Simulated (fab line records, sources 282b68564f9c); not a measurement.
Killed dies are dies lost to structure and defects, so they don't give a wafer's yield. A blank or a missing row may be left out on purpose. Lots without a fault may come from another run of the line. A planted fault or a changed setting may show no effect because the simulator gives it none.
fab line records | flow rit_cmos
record lots=14 wafers=42 last_day=7
route steps=202 shown FOX2@27 PWELL@48 NRETRO@61 M1@202
lots that met no fault: from a run of the same line without faults
start_h: hours from the record's first day to the start of the lot's first wafer shown | wait_h: hours since the lot's step before | " the same as in the row above | L1.1+2: a row that stands for several wafers | - no value, or no start given | * or withheld: withheld | < > ~ a bound
route shown NAME@n: a module of which the file shows steps, and the number in the route of the first | usual: mean/standard deviation of fault-free wafers | same: alike in all rows | chamber/n: place in a boat | sites: the reading at each site | _std_site: their standard deviation | _edge_site: outer sites' mean less inner sites' | radius_mm: how far each site lies from the wafer's centre | mask NAME#n: copy n | behind: the tool/chamber that last shaped the wafer | hold: why the lot was held/for how many hours/how that ended | device: the transistor (n, p or np) that didn't switch | end of line: the same wafers' tests at the end of the route | a step without rows: its recipe alone | killed: dies lost to structure and defects at the first sort, not the wafer's yield | map: a wafer's dies, x killed, . not, _ none there
set.NAME: the setting as run; set.NAME@STEP: as run at that earlier step | model.NAME: the simulator's own value behind a step, which no gauge read
steps of the route over a sample of lots; a table a step, a row a wafer
services: from which hour (start_h, from the record's first day; less than 0 if before it) a tool's chamber was out of use, for how many hours, and why
## steps
# step RIT_FOX2_THK_MEAS_90
# recipe reads=SiO2_of_FOX2_OXIDATION_00
# usual FIELD_OXIDE_LEFT_1_THK=324/6.2
# columns lot.wafer tool chamber start_h wait_h FIELD_OXIDE_LEFT_1_THK[nm]
L232.1 film_metro-04 - 19.65 0.0 326
L232.3 " - " " 329
L232.6 " - " " 326
L233.2 film_metro-02 - 27.36 0.0 324
L233.3 " - " " 315
L233.6 " - " " 329
L234.1 film_metro-04 - 33.00 0.0 330
L234.2 " - " " 330
L234.4 " - " " 334
L235.4 film_metro-02 - 41.21 0.0 325
L235.5 " - " " 331
L235.6 " - " " 331
L236.2 film_metro-04 - 46.95 0.0 317
L236.4 " - " " 319
L236.5 " - " " 309
L238.2 film_metro-03 - 55.53 0.0 330
L238.5 " - " " 325
L238.6 " - " " 331
L239.1 film_metro-04 - 61.15 0.0 326
L239.2 " - " " 329
L239.3 " - " " 326
L241.3 film_metro-02 - 66.66 0.0 320
L241.5 " - " " 327
L241.6 " - " " 330
L242.3 film_metro-04 - 78.68 0.0 325
L242.4 " - " " 323
L242.6 " - " " 324
L244.1 film_metro-02 - 84.96 0.0 318
L244.3 " - " " 317
L244.5 " - " " 319
L251.1 film_metro-04 - 115.87 0.0 332
L251.3 " - " " 336
L251.6 " - " " 332
L252.4 film_metro-03 - 120.42 0.0 325
L252.5 " - " " 331
L252.6 " - " " 330
L253.2 film_metro-04 - 125.64 0.0 325
L253.4 " - " " 323
L253.5 " - " " 327
L254.1 film_metro-04 - 131.22 0.0 323
L254.3 " - " " 318
L254.4 " - " " 323
# step RIT_PWELL_STRIP_09
# recipe chemistry=O2 time_s=180 resist=NOVOLAK platen_temp_c=withheld power_w=500 pressure_mtorr=4000 o2_flow_sccm=4000
# usual drypump_motor_current_A=5.66/0.27 rf_refl_power_W=6.1/1.1
# columns lot.wafer tool chamber start_h wait_h drypump_motor_current_A rf_hours_counter_h rf_refl_power_W
L232.1 plasma_asher-04 1 22.83 0.1 5.77 38 4.4
L232.3 " 0 " " 5.22 - 6.2
L232.6 " 1 " " 5.77 - 4.4
L233.2 plasma_asher-03 1 30.58 0.1 5.75 38 5.6
L233.3 " 0 " " 5.39 - 5.9
L233.6 " 0 " " 5.41 - 5.9
L234.1 plasma_asher-04 0 36.05 0.1 5.24 40 6.1
L234.2 " 1 " " 5.79 40 4.5
L234.4 " 1 " " 5.83 - 4.5
L235.4 plasma_asher-02 0 44.45 0.1 5.75 - 5.9
L235.5 " 1 " " 6.02 - 8.1
L235.6 " 0 " " 5.76 - 6.1
L236.2 plasma_asher-02 0 50.11 0.1 5.80 27 6.0
L236.4 " 1 " " 6.01 - 8.3
L236.5 " 1 " " 6.02 - 8.3
L238.2 plasma_asher-04 0 58.57 0.1 5.23 42 6.2
L238.5 " 0 " " 5.21 - 6.2
L238.6 " 1 " " 5.79 - 4.3
L239.1 plasma_asher-04 1 64.24 0.1 5.78 43 4.4
L239.2 " 0 " " 5.23 43 6.3
L239.3 " 0 " " 5.19 - 6.4
L241.3 plasma_asher-03 1 69.87 0.1 5.75 - 5.6
L241.5 " 1 " " 5.74 - 5.6
L241.6 " 0 " " 5.37 - 5.7
L242.3 plasma_asher-03 1 81.89 0.1 5.75 - 5.5
L242.4 " 0 " " 5.41 - 5.7
L242.6 " 0 " " 5.37 - 5.8
L244.1 plasma_asher-03 0 88.13 0.1 5.39 44 5.6
L244.3 " 0 " " 5.37 - 5.6
L244.5 " 1 " " 5.72 - 5.5
L251.1 plasma_asher-03 1 119.36 0.1 5.71 0 5.5
L251.3 " 1 " " 5.70 - 5.8
L251.6 " 0 " " 5.36 - 5.5
L252.4 plasma_asher-02 1 123.52 0.1 6.04 - 8.4
L252.5 " 1 " " 6.01 - 8.3
L252.6 " 0 " " 5.77 - 6.1
L253.2 plasma_asher-04 0 128.89 0.1 5.20 50 6.2
L253.4 " 1 " " 5.79 - 4.6
L253.5 " 1 " " 5.80 - 4.6
L254.1 plasma_asher-02 1 134.44 0.1 6.00 35 8.7
L254.3 " 1 " " 6.03 - 8.4
L254.4 " 0 " " 5.75 - 5.9
# step RIT_NRETRO_IMPLANT_08
# recipe species=P energy_kev=70 dose_cm2=1e+13 tilt_deg=7
# usual dose_ions_cm2=1.0004e+13/1.1e+10 faraday_current_uA=31.7/0.6
# columns lot.wafer tool chamber start_h wait_h dose_ions_cm2 faraday_current_uA
L232.1 implanter-03 0 30.06 0.2 1.0014e+13 32.8
L232.3 " 0 " " 1.0001e+13 32.8
L232.6 " 0 " " 1.0004e+13 30.6
L233.2 implanter-04 0 39.16 0.2 1.0011e+13 32.2
L233.3 " 0 " " 9.999e+12 31.6
L233.6 " 0 " " 1.0021e+13 32.1
L234.1 implanter-03 0 46.15 0.2 9.994e+12 31.2
L234.2 " 0 " " 9.995e+12 31.6
L234.4 " 0 " " 9.999e+12 30.9
L235.4 implanter-04 0 52.75 0.2 9.998e+12 31.8
L235.5 " 0 " " 1.0002e+13 32.2
L235.6 " 0 " " 1.0004e+13 32.9
L236.2 implanter-04 0 58.76 0.2 1.0012e+13 31.7
L236.4 " 0 " " 1e+13 31.8
L236.5 " 0 " " 1.0003e+13 31.5
L238.2 implanter-03 0 66.82 0.2 1.0006e+13 31.7
L238.5 " 0 " " 9.99e+12 30.9
L238.6 " 0 " " 1.0017e+13 31.3
L239.1 implanter-03 0 72.43 0.2 1.0025e+13 32.5
L239.2 " 0 " " 1.0013e+13 31.3
L239.3 " 0 " " 1.001e+13 31.5
L241.3 implanter-03 0 80.73 0.2 6.195e+12 19.4
L241.5 " 0 " " 6.196e+12 19.7
L241.6 " 0 " " 6.19e+12 19.5
L242.3 implanter-01 0 88.64 0.2 1.0003e+13 32.1
L242.4 " 0 " " 9.994e+12 32.8
L242.6 " 0 " " 9.995e+12 31.4
L244.1 implanter-03 0 96.57 0.2 6.19e+12 18.4
L244.3 " 0 " " 6.171e+12 20.0
L244.5 " 0 " " 6.186e+12 19.8
L251.1 implanter-04 0 126.92 0.2 9.996e+12 31.7
L251.3 " 0 " " 1.0012e+13 32.2
L251.6 " 0 " " 9.998e+12 31.5
L252.4 implanter-01 0 131.39 0.2 1.0004e+13 31.7
L252.5 " 0 " " 1.0007e+13 30.7
L252.6 " 0 " " 1.0024e+13 32.4
L253.2 implanter-01 0 135.89 0.2 1.0012e+13 30.9
L253.4 " 0 " " 1.0024e+13 31.9
L253.5 " 0 " " 9.998e+12 31.0
L254.1 implanter-01 0 141.51 0.2 9.992e+12 32.0
L254.3 " 0 " " 9.994e+12 32.2
L254.4 " 0 " " 9.992e+12 32.2
# step RIT_NRETRO_TW_MEAS_10
# usual NRETRO_TW=1049/5.6
# columns lot.wafer tool chamber start_h wait_h hold NRETRO_TW
L232.1 film_metro-01 - 30.39 0.1 - 1040
L232.3 " - " " - 1034
L232.6 " - " " - 1035
L233.2 film_metro-02 - 39.47 0.1 - 1056
L233.3 " - " " - 1055
L233.6 " - " " - 1052
L234.1 film_metro-03 - 46.48 0.1 - 1055
L234.2 " - " " - 1053
L234.4 " - " " - 1057
L235.4 film_metro-03 - 53.03 0.1 - 1052
L235.5 " - " " - 1044
L235.6 " - " " - 1048
L236.2 film_metro-02 - 59.07 0.1 - 1052
L236.4 " - " " - 1055
L236.5 " - " " - 1055
L238.2 film_metro-03 - 67.13 0.1 - 1054
L238.5 " - " " - 1052
L238.6 " - " " - 1048
L239.1 film_metro-02 - 72.76 0.1 - 1049
L239.2 " - " " - 1056
L239.3 " - " " - 1044
L241.3 film_metro-01 - 81.02 0.1 await_dispo/0.2h/release 897
L241.5 " - " " await_dispo/0.2h/release 896
L241.6 " - " " await_dispo/0.2h/release 898
L241.3 film_metro-01 - 81.25 0.2 - 892
L241.5 " - " " - 894
L241.6 " - " " - 899
L242.3 film_metro-03 - 88.94 0.1 - 1048
L242.4 " - " " - 1050
L242.6 " - " " - 1053
L244.1 film_metro-02 - 96.89 0.1 await_dispo/0.2h/release 904
L244.3 " - " " await_dispo/0.2h/release 906
L244.5 " - " " await_dispo/0.2h/release 907
L244.1 film_metro-02 - 97.12 0.2 - 903
L244.3 " - " " - 901
L244.5 " - " " - 903
L251.1 film_metro-01 - 127.24 0.1 - 1044
L251.3 " - " " - 1041
L251.6 " - " " - 1046
L252.4 film_metro-01 - 131.67 0.1 - 1047
L252.5 " - " " - 1047
L252.6 " - " " - 1051
L253.2 film_metro-03 - 136.20 0.1 - 1052
L253.4 " - " " - 1051
L253.5 " - " " - 1057
L254.1 film_metro-03 - 141.84 0.1 - 1056
L254.3 " - " " - 1049
L254.4 " - " " - 1058
# step RIT_FOX2_THK_MEAS_91
# recipe reads=SiO2_of_FOX2_OXIDATION_00
# usual FIELD_OXIDE_LEFT_2_THK=256/6.2
# columns lot.wafer tool chamber start_h wait_h FIELD_OXIDE_LEFT_2_THK[nm]
L232.1 film_metro-04 - 32.42 0.0 257
L232.3 " - " " 261
L232.6 " - " " 257
L233.2 film_metro-04 - 41.64 0.0 255
L233.3 " - " " 247
L233.6 " - " " 261
L234.1 film_metro-02 - 48.63 0.0 261
L234.2 " - " " 262
L234.4 " - " " 266
L235.4 film_metro-03 - 55.18 0.0 256
L235.5 " - " " 263
L235.6 " - " " 262
L236.2 film_metro-03 - 61.10 0.0 249
L236.4 " - " " 250
L236.5 " - " " 241
L238.2 film_metro-04 - 69.28 0.0 263
L238.5 " - " " 258
L238.6 " - " " 264
L239.1 film_metro-03 - 74.78 0.0 258
L239.2 " - " " 262
L239.3 " - " " 258
L241.3 film_metro-04 - 85.60 0.1 252
L241.5 " - " " 259
L241.6 " - " " 262
L242.3 film_metro-04 - 91.18 0.0 257
L242.4 " - " " 254
L242.6 " - " " 256
L244.1 film_metro-03 - 104.04 0.0 250
L244.3 " - " " 248
L244.5 " - " " 251
L251.1 film_metro-03 - 129.38 0.0 264
L251.3 " - " " 267
L251.6 " - " " 264
L252.4 film_metro-02 - 133.72 0.0 257
L252.5 " - " " 263
L252.6 " - " " 263
L253.2 film_metro-02 - 138.31 0.0 257
L253.4 " - " " 255
L253.5 " - " " 258
L254.1 film_metro-02 - 143.93 0.0 255
L254.3 " - " " 250
L254.4 " - " " 256
# step RIT_M1_PROBE_99
# usual killed_at_contacts=0.1/0.37 killed_at_front_end=6.9/2.9 killed_dies=7.1/2.9 killed_open=3.3/1.8 killed_short=3.6/2.2
# same gross_dies=264 killed_at_M0_to_M3=0 killed_at_M4_up=0 killed_at_back_side=0 killed_at_other=0
# columns lot.wafer tool chamber start_h wait_h killed_at_contacts killed_at_front_end killed_dies killed_open killed_short
L232.1 prober-01 - 65.30 0.1 0 2 2 1 1
L232.3 prober-01 - 65.40 0.2 0 9 9 3 6
L232.6 prober-01 - 65.55 0.2 0 10 10 6 4
L233.2 prober-02 - 71.74 0.1 0 7 7 3 4
L233.3 prober-02 - 71.79 0.2 0 12 12 4 8
L233.6 prober-02 - 71.94 0.2 0 9 9 2 7
L234.1 prober-01 - 77.51 0.1 0 6 6 4 2
L234.2 prober-01 - 77.56 0.1 0 8 8 4 4
L234.4 prober-01 - 77.66 0.2 0 4 4 3 1
L235.4 prober-02 - 83.10 0.2 0 16 16 5 11
L235.5 prober-02 - 83.15 0.2 0 11 11 7 4
L235.6 prober-02 - 83.20 0.2 0 11 11 6 5
L236.2 prober-01 - 92.95 0.1 0 8 8 2 6
L236.4 prober-01 - 93.05 0.2 0 3 3 2 1
L236.5 prober-01 - 93.10 0.2 0 5 5 2 3
L238.2 prober-01 - 101.45 0.1 0 6 6 2 4
L238.5 prober-01 - 101.60 0.2 0 4 4 1 3
L238.6 prober-01 - 101.65 0.2 0 2 2 0 2
L239.1 prober-02 - 104.76 0.1 0 9 9 3 6
L239.2 prober-02 - 104.81 0.1 1 7 8 2 6
L239.3 prober-02 - 104.86 0.2 0 7 7 3 4
L241.3 prober-02 - 114.41 0.2 0 8 8 5 3
L241.5 prober-02 - 114.51 0.2 0 6 6 2 4
L241.6 prober-02 - 114.56 0.2 0 12 12 6 6
L242.3 prober-01 - 118.14 0.2 0 7 7 4 3
L242.4 prober-01 - 118.19 0.2 0 5 5 4 1
L242.6 prober-01 - 118.29 0.2 0 7 7 4 3
L244.1 prober-01 - 132.62 0.1 0 4 4 1 3
L244.3 prober-01 - 132.72 0.2 0 6 6 3 3
L244.5 prober-01 - 132.82 0.2 0 5 5 1 4
L251.1 prober-02 - 158.16 0.1 0 5 5 2 3
L251.3 prober-02 - 158.26 0.2 0 3 3 1 2
L251.6 prober-02 - 158.41 0.2 1 3 4 2 1
L252.4 prober-01 - 160.33 0.2 0 4 4 1 3
L252.5 prober-01 - 160.38 0.2 0 7 7 3 4
L252.6 prober-01 - 160.43 0.2 0 4 4 3 1
L253.2 prober-02 - 164.94 0.1 0 6 6 4 2
L253.4 prober-02 - 165.04 0.2 0 8 8 4 4
L253.5 prober-02 - 165.09 0.2 0 12 12 6 6
L254.1 prober-01 - 174.18 0.1 0 8 8 8 0
L254.3 prober-01 - 174.28 0.2 1 6 7 2 5
L254.4 prober-01 - 174.33 0.2 0 9 9 4 5
# killed by level:class
L232.1 FOX1:geometric_particle:open=1 REOX:geometric_particle:short=1
L232.3 FOX2:geometric_particle:short=2 FOX1:geometric_particle:short=1 GATE:geometric_particle:open=1 REOX:geometric_particle:short=1 REOX:geometric_particle:open=1 SPACER:geometric_particle:short=1 SILICIDE:geometric_particle:open=1 SILICIDE:geometric_particle:short=1
L232.6 SILICIDE:geometric_particle:open=3 REOX:geometric_particle:open=2 SPACER:geometric_particle:short=2 FOX1:geometric_particle:open=1 FOX1:geometric_particle:short=1 SILICIDE:geometric_particle:short=1
L233.2 GATE:geometric_particle:short=3 GATE:geometric_particle:open=2 SPACER:geometric_particle:short=1 SILICIDE:geometric_particle:open=1
L233.3 GATE:geometric_particle:short=3 FOX2:geometric_particle:short=2 GATE:geometric_particle:open=2 FOX1:geometric_particle:short=1 REOX:geometric_particle:open=1 REOX:geometric_particle:short=1 SPACER:geometric_particle:open=1 SILICIDE:geometric_particle:short=1
L233.6 GATE:geometric_particle:short=5 GATE:geometric_particle:open=2 ACTIVE:geometric_particle:short=1 SILICIDE:geometric_particle:short=1
L234.1 GATE:geometric_particle:open=2 REOX:geometric_particle:short=1 SPACER:geometric_particle:short=1 SPACER:geometric_particle:open=1 SILICIDE:geometric_particle:open=1
L234.2 REOX:geometric_particle:short=3 GATE:geometric_particle:open=1 FOX2:geometric_particle:open=1 GATE:geometric_particle:short=1 SPACER:geometric_particle:open=1 SILICIDE:geometric_particle:open=1
L234.4 REOX:geometric_particle:open=2 GATE:geometric_particle:short=1 SILICIDE:geometric_particle:open=1
L235.4 REOX:geometric_particle:short=5 GATE:geometric_particle:short=2 GATE:geometric_particle:open=2 REOX:geometric_particle:open=2 SPACER:geometric_particle:short=2 FOX1:geometric_particle:open=1 FOX1:geometric_particle:short=1 FOX2:geometric_particle:short=1
L235.5 FOX1:geometric_particle:short=3 GATE:geometric_particle:open=3 REOX:geometric_particle:open=3 SILICIDE:geometric_particle:open=1 REOX:geometric_particle:short=1
L235.6 FOX1:geometric_particle:open=3 GATE:geometric_particle:short=2 REOX:geometric_particle:open=2 REOX:geometric_particle:short=2 FOX1:geometric_particle:short=1 GATE:geometric_particle:open=1
L236.2 GATE:geometric_particle:short=4 GATE:geometric_particle:open=2 FOX2:geometric_particle:short=1 SPACER:geometric_particle:short=1
L236.4 FOX1:geometric_particle:short=1 GATE:geometric_particle:open=1 REOX:geometric_particle:open=1
L236.5 GATE:geometric_particle:short=3 FOX1:geometric_particle:open=1 REOX:geometric_particle:open=1
L238.2 SPACER:geometric_particle:short=2 FOX1:geometric_particle:open=1 GATE:geometric_particle:short=1 GATE:geometric_particle:open=1 SILICIDE:geometric_particle:short=1
L238.5 GATE:geometric_particle:short=1 GATE:geometric_particle:open=1 SPACER:geometric_particle:short=1 SILICIDE:geometric_particle:short=1
L238.6 FOX2:geometric_particle:short=1 SPACER:geometric_particle:short=1
L239.1 GATE:geometric_particle:short=3 SPACER:geometric_particle:short=2 FOX1:geometric_particle:short=1 FOX1:geometric_particle:open=1 GATE:geometric_particle:open=1 REOX:geometric_particle:open=1
L239.2 REOX:geometric_particle:short=3 FOX1:geometric_particle:short=1 FOX1:geometric_particle:open=1 GATE:geometric_particle:short=1 SPACER:geometric_particle:open=1 CONTACT:geometric_particle:short=1
L239.3 REOX:geometric_particle:short=2 FOX1:geometric_particle:short=1 GATE:geometric_particle:open=1 GATE:geometric_particle:short=1 SPACER:geometric_particle:open=1 SILICIDE:geometric_particle:open=1
L241.3 FOX1:geometric_particle:open=2 GATE:geometric_particle:open=2 FOX1:geometric_particle:short=1 FOX2:geometric_particle:short=1 GATE:geometric_particle:short=1 REOX:geometric_particle:open=1
L241.5 FOX1:geometric_particle:short=1 FOX1:geometric_particle:open=1 GATE:geometric_particle:short=1 GATE:geometric_particle:open=1 REOX:geometric_particle:short=1 SPACER:geometric_particle:short=1
L241.6 FOX1:geometric_particle:short=3 GATE:geometric_particle:short=2 FOX1:geometric_particle:open=1 FOX2:geometric_particle:open=1 GATE:geometric_particle:open=1 REOX:geometric_particle:short=1 REOX:geometric_particle:open=1 SPACER:geometric_particle:open=1
L242.3 FOX2:geometric_particle:short=2 FOX2:geometric_particle:open=2 GATE:geometric_particle:short=1 GATE:geometric_particle:open=1 REOX:geometric_particle:open=1
L242.4 REOX:geometric_particle:open=2 FOX2:geometric_particle:open=1 GATE:geometric_particle:open=1 REOX:geometric_particle:short=1
L242.6 FOX1:geometric_particle:open=2 FOX2:geometric_particle:short=2 FOX1:geometric_particle:short=1 REOX:geometric_particle:open=1 SILICIDE:geometric_particle:open=1
L244.1 GATE:geometric_particle:short=1 REOX:geometric_particle:short=1 SPACER:geometric_particle:short=1 SPACER:geometric_particle:open=1
L244.3 SPACER:geometric_particle:open=3 GATE:geometric_particle:short=1 REOX:geometric_particle:short=1 SILICIDE:geometric_particle:short=1
L244.5 SILICIDE:geometric_particle:short=2 GATE:geometric_particle:short=1 REOX:geometric_particle:short=1 SILICIDE:geometric_particle:open=1
L251.1 REOX:geometric_particle:short=2 FOX2:geometric_particle:open=1 GATE:geometric_particle:open=1 GATE:geometric_particle:short=1
L251.3 FOX1:geometric_particle:short=1 GATE:geometric_particle:open=1 SILICIDE:geometric_particle:short=1
L251.6 FOX1:geometric_particle:short=1 REOX:geometric_particle:open=1 SILICIDE:geometric_particle:open=1 CONTACT:coat_microbubble_printed=1
L252.4 FOX2:geometric_particle:short=2 FOX1:geometric_particle:open=1 GATE:geometric_particle:short=1
L252.5 FOX2:geometric_particle:short=2 FOX2:geometric_particle:open=2 REOX:geometric_particle:short=1 SPACER:geometric_particle:short=1 SPACER:geometric_particle:open=1
L252.6 SPACER:geometric_particle:open=2 FOX1:geometric_particle:short=1 FOX1:geometric_particle:open=1
L253.2 GATE:geometric_particle:open=2 ACTIVE:geometric_particle:open=1 FOX1:geometric_particle:short=1 GATE:geometric_particle:short=1 SILICIDE:geometric_particle:open=1
L253.4 GATE:geometric_particle:short=3 SPACER:geometric_particle:open=2 FOX1:geometric_particle:open=1 GATE:geometric_particle:open=1 SPACER:geometric_particle:short=1
L253.5 FOX1:geometric_particle:open=5 SILICIDE:geometric_particle:short=4 GATE:geometric_particle:short=2 SPACER:geometric_particle:open=1
L254.1 REOX:geometric_particle:open=4 GATE:geometric_particle:open=3 FOX1:geometric_particle:open=1
L254.3 GATE:geometric_particle:short=2 SILICIDE:geometric_particle:short=2 REOX:geometric_particle:short=1 SPACER:geometric_particle:open=1 CONTACT:geometric_particle:open=1
L254.4 FOX1:geometric_particle:short=2 GATE:geometric_particle:short=2 GATE:geometric_particle:open=2 FOX2:geometric_particle:short=1 SPACER:geometric_particle:open=1 SILICIDE:geometric_particle:open=1
## services
# columns tool chamber start_h hours kind
implanter-01 - 27.14 1.3 repair
implanter-03 - 50.66 3.6 pm
plasma_asher-02 - 58.08 9.8 repair
plasma_asher-02 - 67.84 9.9 pm
implanter-03 - 77.11 3.3 repair
plasma_asher-04 - 94.35 2.1 repair
plasma_asher-04 - 100.74 0.8 repair
plasma_asher-03 - 108.75 9.0 pm
plasma_asher-03 0 108.75 9.0 vent_cycle
plasma_asher-03 1 108.75 9.0 vent_cycle
plasma_asher-03 0 117.75 - clean
plasma_asher-03 1 117.75 - clean
## key
first_sign step=RIT_NRETRO_IMPLANT_08 reading=dose_ions_cm2 direction=down sigmas=99+ usual=1.0004e+13 struck=6.188e+12
effect step=RIT_NRETRO_IMPLANT_08 reading=faraday_current_uA direction=down sigmas=20 usual=31.7 struck=19.5
effect step=RIT_NRETRO_TW_MEAS_10 reading=visit direction=added
effect step=RIT_NRETRO_TW_MEAS_10 reading=NRETRO_TW direction=down sigmas=27 usual=1049 struck=901
met_at RIT_NRETRO_IMPLANT_08
struck_lots L241,L244
tester_left_out L241,L244
not_acting_at RIT_FOX2_THK_MEAS_90,RIT_PWELL_STRIP_09,RIT_FOX2_THK_MEAS_91
onset_between 72.43 80.73
fault kind=process_parameter_drift tool=implanter-03 chamber=- onset_h=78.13 steps=RIT_NRETRO_IMPLANT_08 channel=dose_cm2 offset=-3.8071e+12 shape=step end_h=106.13 acts_in=these_recipes_only stated=1e+13
# tester_left_out: of these lots the tester's yield and bins aren't shown, on N5 and GAA mostly nor the transistor test; their killed dies are dies lost to structure and defects alone, not to doping, threshold or leakage, so they don't give the yield
